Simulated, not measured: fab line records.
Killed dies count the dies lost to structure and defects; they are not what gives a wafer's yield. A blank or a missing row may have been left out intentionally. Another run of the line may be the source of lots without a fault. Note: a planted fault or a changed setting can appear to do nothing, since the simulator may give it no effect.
Comparing a struck lot with a sound one	flow ritCmos	17 steps out of a route of 202
Sound: these wafers, L625.3, L625.4, L625.5. Wafers L637.1, L637.5, L637.6 were the ones struck. The cause is named last.
At each step with rows: each side's tool, then ch and its chambers, then its first start. Under that, the readings that differ: sound wafers	struck wafers	difference of the means	sigmas: that difference in standard deviations of wafers without a fault.
alike: words and numbers the same on both sides, and readings whose means are apart by under 2 such deviations; not compared: readings that were withheld, readings missing a value for some wafer, numbers with overlapping values and no deviation given by the record, and bounds like >300 which may hide the same value.
Wherever a step has rows on one side only, a row that says differs or no value, or a row with sigmas, the two part there. Non-overlapping numbers with no deviation appear without sigmas and do not part them. A reading that every wafer of one side lacks parts them only if that side has two wafers or more.

first, 1 step without rows for these wafers: RIT_PRETRO_DEVELOP_05 (develop time 68 s).
RIT_PRETRO_OVL_MEAS_06:
  sound on overlay-01 at day 3 04:47; struck on overlay-01 at day 5 17:00
  alike: PRETRO_OVL
then, 2 steps without rows for these wafers: RIT_PRETRO_HARDBAKE_07 (time 120 s); RIT_PRETRO_IMPLANT_08.
RIT_PRETRO_STRIP_09: strips in O2, time 180 s.
  sound on plasmaAsher-01 ch 0,1, day 3 05:16; struck on plasmaAsher-01 ch 0,1, day 5 17:26
  alike: chamberPressureMTorr, drypumpMotorCurrentA
  not compared: rfHoursCounterH
RIT_PRETRO_TW_MEAS_10:
  sound on filmMetro-04 at day 3 05:25; struck on filmMetro-02 at day 5 17:37
reading	sound	struck	difference	sigmas
PRETRO_TW	483 483 481	472 468 474	-11	-2
then, 5 steps without rows for these wafers: RIT_GATE_WET_ETCH_00 (etches SiO2 in BOE, target depth 56 nm, time 60 s); RIT_GATE_CLEAN_01 (cleans in SC1, time 600 s); RIT_GATE_CLEAN_02 (cleans in dHF, time 30 s); RIT_GATE_CLEAN_03 (cleans in SC2, time 600 s); RIT_GATE_CLEAN_04 (cleans in dHF, time 60 s).
RIT_FOX2_THK_MEAS_91:
  sound on filmMetro-01 at day 3 05:55; struck on filmMetro-03 at day 5 18:06
reading	sound	struck	difference	sigmas
FIELD_OXIDE_LEFT_2_THK (nm)	267 267 264	243 249 247	-20	-2
RIT_GATE_OXIDATION_05: target thk 3 nm, ox time 270 s.
  sound on furnace-04 ch 0, day 3 05:57; struck on furnace-04 ch 0, day 5 21:10
then, 1 step without rows for these wafers: RIT_GATE_ANNEAL_06 (time 600 s).
RIT_GATE_THK_MEAS_07:
  sound on filmMetro-03 at day 3 07:17; struck on filmMetro-04 at day 5 23:37
reading	sound	struck	difference	sigmas
GATE_OXIDE_THK (nm)	3.04 3.15 3.15	5.07 5.05 4.98	+1.92	+25
then, 1 step without rows for these wafers: RIT_GATE_CVD_08 (deposits poly-Si from SiH4, target thk 250 nm, time 2220 s).
RIT_M1_PROBE_99:
  sound on prober-01 at day 4 05:46; struck on prober-01 at day 7 01:26
  alike: killedAtFrontEnd, killedDies, killedOpen, killedShort

== WHERE THEY PART ==
Last at RIT_GATE_THK_MEAS_07 as far as this record goes, first at RIT_PRETRO_TW_MEAS_10. Later steps at which nothing parts them and some readings are alike: RIT_M1_PROBE_99.

WHY: what the simulator had put in
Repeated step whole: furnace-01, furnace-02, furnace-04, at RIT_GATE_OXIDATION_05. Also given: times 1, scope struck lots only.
